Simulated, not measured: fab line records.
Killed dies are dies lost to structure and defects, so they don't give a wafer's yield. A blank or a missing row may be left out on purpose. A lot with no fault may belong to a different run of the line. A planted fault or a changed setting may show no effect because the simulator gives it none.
Split-lot experiment + flow berkeley_cmos170 + route with 331 steps; 5 lots, 23 wafers read

THE SPLIT ITSELF
At UCB170_PWELL_CVD_05 (deposits Si3N4 from SiH2Cl2/NH3, target thk 220 nm, time 3300 s), the setting temp_c was moved away from the recipe's 800 C on 20 of the 23 wafers read, by -3.0% to +1.9%. The other wafers ran this setting at the recipe's value.

FROM THE SPLIT TO THE READING: what the file shows between them, 4 steps
- UCB170_PWELL_THK_MEAS_06
- UCB170_PWELL_HMDS_07: prime time 60 s
- UCB170_PWELL_COAT_08: resist thk 900 nm
- UCB170_PWELL_DEVELOP_12: develop time 45 s

THE READING
oes_product_au, in a.u., at UCB170_PWELL_ETCH_14 (etches Si3N4 in CH3F/Ar/O2, stops on SiO2, target depth 242 nm, time 151 s). On this fab line, fault-free wafers typically give 0.945 a.u. with a standard deviation of 0.015 a.u.

| wafer  | tool, chamber at the split | temp_c as run, C | against the recipe | oes_product_au, a.u. | against lot-mates on the recipe |
|--------|----------------------------|------------------|--------------------|----------------------|---------------------------------|
| L077.1 | lpcvd-01, 0                | 800              | recipe             | 0.934                | -                               |
| L077.2 | lpcvd-01, 0                | 800              | recipe             | 0.972                | -                               |
| L077.3 | lpcvd-01, 0                | 800              | recipe             | 0.957                | -                               |
| L078.1 | -, -                       | 815.4            | +1.9%              | 0.984                | no lot-mate on the recipe       |
| L078.2 | -, -                       | 815.4            | +1.9%              | 1.000                | no lot-mate on the recipe       |
| L078.3 | -, -                       | 815.4            | +1.9%              | 1.020                | no lot-mate on the recipe       |
| L078.5 | -, -                       | 815.4            | +1.9%              | 1.010                | no lot-mate on the recipe       |
| L078.6 | -, -                       | 815.4            | +1.9%              | 1.006                | no lot-mate on the recipe       |
| L079.1 | -, -                       | 781              | -2.4%              | 0.767                | no lot-mate on the recipe       |
| L079.3 | -, -                       | 781              | -2.4%              | 0.764                | no lot-mate on the recipe       |
| L079.4 | -, -                       | 781              | -2.4%              | 0.788                | no lot-mate on the recipe       |
| L079.5 | -, -                       | 781              | -2.4%              | 0.784                | no lot-mate on the recipe       |
| L079.6 | -, -                       | 781              | -2.4%              | 0.789                | no lot-mate on the recipe       |
| L080.1 | -, -                       | 776.1            | -3.0%              | 0.758                | no lot-mate on the recipe       |
| L080.2 | -, -                       | 776.1            | -3.0%              | 0.745                | no lot-mate on the recipe       |
| L080.4 | -, -                       | 776.1            | -3.0%              | 0.735                | no lot-mate on the recipe       |
| L080.5 | -, -                       | 776.1            | -3.0%              | 0.731                | no lot-mate on the recipe       |
| L080.6 | -, -                       | 776.1            | -3.0%              | 0.751                | no lot-mate on the recipe       |
| L081.1 | -, -                       | 779.4            | -2.6%              | 0.772                | no lot-mate on the recipe       |
| L081.2 | -, -                       | 779.4            | -2.6%              | 0.770                | no lot-mate on the recipe       |
| L081.3 | -, -                       | 779.4            | -2.6%              | 0.785                | no lot-mate on the recipe       |
| L081.5 | -, -                       | 779.4            | -2.6%              | 0.750                | no lot-mate on the recipe       |
| L081.6 | -, -                       | 779.4            | -2.6%              | 0.767                | no lot-mate on the recipe       |

THE FIT
A straight line over all 23 wafers: oes_product_au changes by +0.055 a.u. for each +1% of temp_c; r = +0.98; the points scatter about the line by 0.021 a.u.
Too few moved wafers with a lot-mate on the recipe to fit a line net of each lot's own level.

THE WHOLE CHAIN: every reading that the file lists as answering this split, in the file's order
| step                     | what it does                                                               | reading                                                                       | change (the file's fit)                 | r (the file's) |
|--------------------------|----------------------------------------------------------------------------|-------------------------------------------------------------------------------|-----------------------------------------|----------------|
| UCB170_PWELL_CVD_05      | deposits Si3N4 from SiH2Cl2/NH3, target thk 220 nm, time 3300 s            | Si3N4_of_PWELL_CVD_05.thk_nm (the simulator's own value, which no gauge read) | +29.9 nm for each +1% of the setting    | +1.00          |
| UCB170_PWELL_THK_MEAS_06 |                                                                            | PWELL_NITRIDE_THK                                                             | +29.8 for each +1% of the setting       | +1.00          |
| UCB170_PWELL_ETCH_14     | etches Si3N4 in CH3F/Ar/O2, stops on SiO2, target depth 242 nm, time 151 s | oes_product_au                                                                | +0.055 a.u. for each +1% of the setting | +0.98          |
| UCB170_PWELL_ETCH_14     | etches Si3N4 in CH3F/Ar/O2, stops on SiO2, target depth 242 nm, time 151 s | etch.depth_nm (the simulator's own value, which no gauge read)                | +20.9 nm for each +1% of the setting    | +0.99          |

THE FILE'S OWN FIT
oes_product_au changes by +0.055 a.u. for each +1% of temp_c, r = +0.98.
